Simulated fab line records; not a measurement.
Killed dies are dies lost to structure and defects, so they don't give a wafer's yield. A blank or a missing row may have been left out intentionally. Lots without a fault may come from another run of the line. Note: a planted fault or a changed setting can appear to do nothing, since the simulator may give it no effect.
A struck lot beside a sound one ; flow berkeley-cmos170 ; 26 out of 331 route steps
Sound: wafers L688.2, L688.4, L688.6. Struck: wafers L685.1, L685.5, L685.6. The cause is named last.
For every step that has rows: the tool of each side, followed by ch and its chambers, followed by its first start. Under that, the readings that differ: sound wafers ; struck wafers ; difference of the means ; sigmas: that difference in standard deviations of wafers without a fault.
alike: same words and numbers on both sides, and readings whose means sit less than 2 such deviations apart. not compared: any withheld reading, any reading some wafer has no value for, any bound like >300 that may hide the same value, and any number with overlapping values for which the record gives no deviation.
The two part at a step that has a row with sigmas, a row that says differs or no value, or rows on one side only. Numbers that don't overlap but have no deviation are shown without sigmas and don't part them. A reading missing from all wafers of one side parts the sides only when that side holds two or more wafers.

first, 3 steps without rows for these wafers: UCB170_M1_EXPOSE_06 (exposes mask METAL1, target cd 700 nm); UCB170_M1_PEB_07; UCB170_M1_DEVELOP_08 (develop time 45 s).
UCB170_M1_CD_MEAS_09: target cd 700 nm.
  sound on cd-sem-01, day 11 11:25; struck on cd-sem-01, day 11 13:10
  alike: cd-nm
UCB170_M1_OVL_MEAS_10:
  sound on overlay-01, day 11 11:32; struck on overlay-01, day 11 13:18
  alike: M1_OVL
UCB170_M1_ETCH_11: etches BARC in N2/H2.
  sound on rie-diel-01 ch 0,2, day 11 11:34; struck on rie-diel-02 ch 0,1, day 11 13:20
  alike: drypump-motor-current-A, oes-product-au, throttle-valve-pct
UCB170_M1_METAL_ETCH_12: etches Al in Cl2/BCl3, stops on PSG, target depth 780 nm, time 130 s.
  sound on rie-metal-04 ch 0,1, day 11 11:36; struck on rie-metal-02 ch 0,1, day 11 13:23
  alike: drypump-motor-current-A, oes-product-au, throttle-valve-pct
  not compared: rf-hours-counter-h
UCB170_M1_STRIP_13: strips in O2.
  sound on plasma-asher-02 ch 0,1, day 11 11:44; struck on plasma-asher-02 ch 0,1, day 11 13:31
  alike: drypump-motor-current-A, oes-product-au
  not compared: rf-hours-counter-h
UCB170_M1_CD_MEAS_90: target cd 700 nm.
  sound on cd-sem-01, day 11 11:52; struck on cd-sem-02, day 11 13:37
  alike: cd-nm
then, 1 step without rows for these wafers: UCB170_M1_ANNEAL_14 (time 1200 s).
UCB170_V1_CVD_00: deposits SiO2 from TEOS/O2, target thk 2000 nm, time 250 s.
  sound on pecvd-04 ch 1,2, day 11 14:49; struck on pecvd-03 ch 0,1,2, day 11 17:24
  alike: heater-power-w
UCB170_V1_THK_MEAS_01:
  sound on film-metro-02, day 11 14:59; struck on film-metro-04, day 11 17:33
  alike: V1_TEOS_THK
UCB170_V1_CMP_02: polishes SiO2.
  sound on cmp-01 ch 0,2,3, day 11 15:23; struck on cmp-02 ch 1,2, day 11 17:40
reading;sound;struck;difference;sigmas
model.SiO2_of_V1_CVD_00.thk-nm (nm);999 1000 998.6;1250 1249 1250;+250;
  alike: motor-current-A, slurry-flow-ml-min
UCB170_V1_BOW_MEAS_03:
  sound on film-metro-04, day 11 15:39; struck on film-metro-04, day 11 17:55
  alike: V1_BOW
UCB170_V1_THK_MEAS_04:
  sound on film-metro-04, day 11 15:46; struck on film-metro-04, day 11 18:02
reading;sound;struck;difference;sigmas
V1_POLISHED_THK (nm);999.2 1001.2 999.4;1249.7 1249.5 1249.4;+249.6;+99 or more
then, 7 steps without rows for these wafers: UCB170_V1_CLEAN_05 (cleans in DIW); UCB170_V1_HMDS_06 (prime time 60 s); UCB170_V1_COAT_07 (resist thk 900 nm); UCB170_V1_SOFTBAKE_08 (time 60 s); UCB170_V1_EXPOSE_09 (exposes mask VIA1, target cd 700 nm); UCB170_V1_PEB_10; UCB170_V1_DEVELOP_11 (develop time 45 s).
UCB170_V1_CD_MEAS_12: target cd 700 nm.
  sound on cd-sem-01, day 11 17:45; struck on cd-sem-02, day 11 23:23
  alike: cd-nm
UCB170_V1_OVL_MEAS_13:
  sound on overlay-01, day 11 17:51; struck on overlay-01, day 11 23:32
  alike: V1_OVL
UCB170_V1_ETCH_14: etches SiO2 in CHF3/CF4/Ar, stops on Al, target depth 1250 nm, time 291 s.
  sound on rie-diel-02 ch 0,2,3, day 11 17:53; struck on rie-diel-02 ch 0,1,2, day 11 23:34
reading;sound;struck;difference;sigmas
oes-product-au (a.u.);0.871 0.858 0.854;0.978 0.971 0.970;+0.112;+11
model.etch.depth-nm (nm);999 1000 998.6;1250 1227 1232;+237;
model.V1.feature-depth-nm (nm);999 1000 999;1250 1227 1232;+237;
  alike: drypump-motor-current-A, throttle-valve-pct
  not compared: rf-hours-counter-h
UCB170_V1_STRIP_15: strips in O2.
  sound on plasma-asher-03 ch 0,1, day 11 18:04; struck on plasma-asher-02 ch 0,1, day 11 23:44
reading;sound;struck;difference;sigmas
strip-time-to-endpoint-s (s);15.23 15.07 15.21;15.30 15.49 15.54;+0.27;+3
  alike: drypump-motor-current-A, oes-product-au
  not compared: rf-hours-counter-h

== WHERE THEY PART ==
First at UCB170_V1_THK_MEAS_04; last, within this record, at UCB170_V1_STRIP_15.

WHY: what the simulator had put in
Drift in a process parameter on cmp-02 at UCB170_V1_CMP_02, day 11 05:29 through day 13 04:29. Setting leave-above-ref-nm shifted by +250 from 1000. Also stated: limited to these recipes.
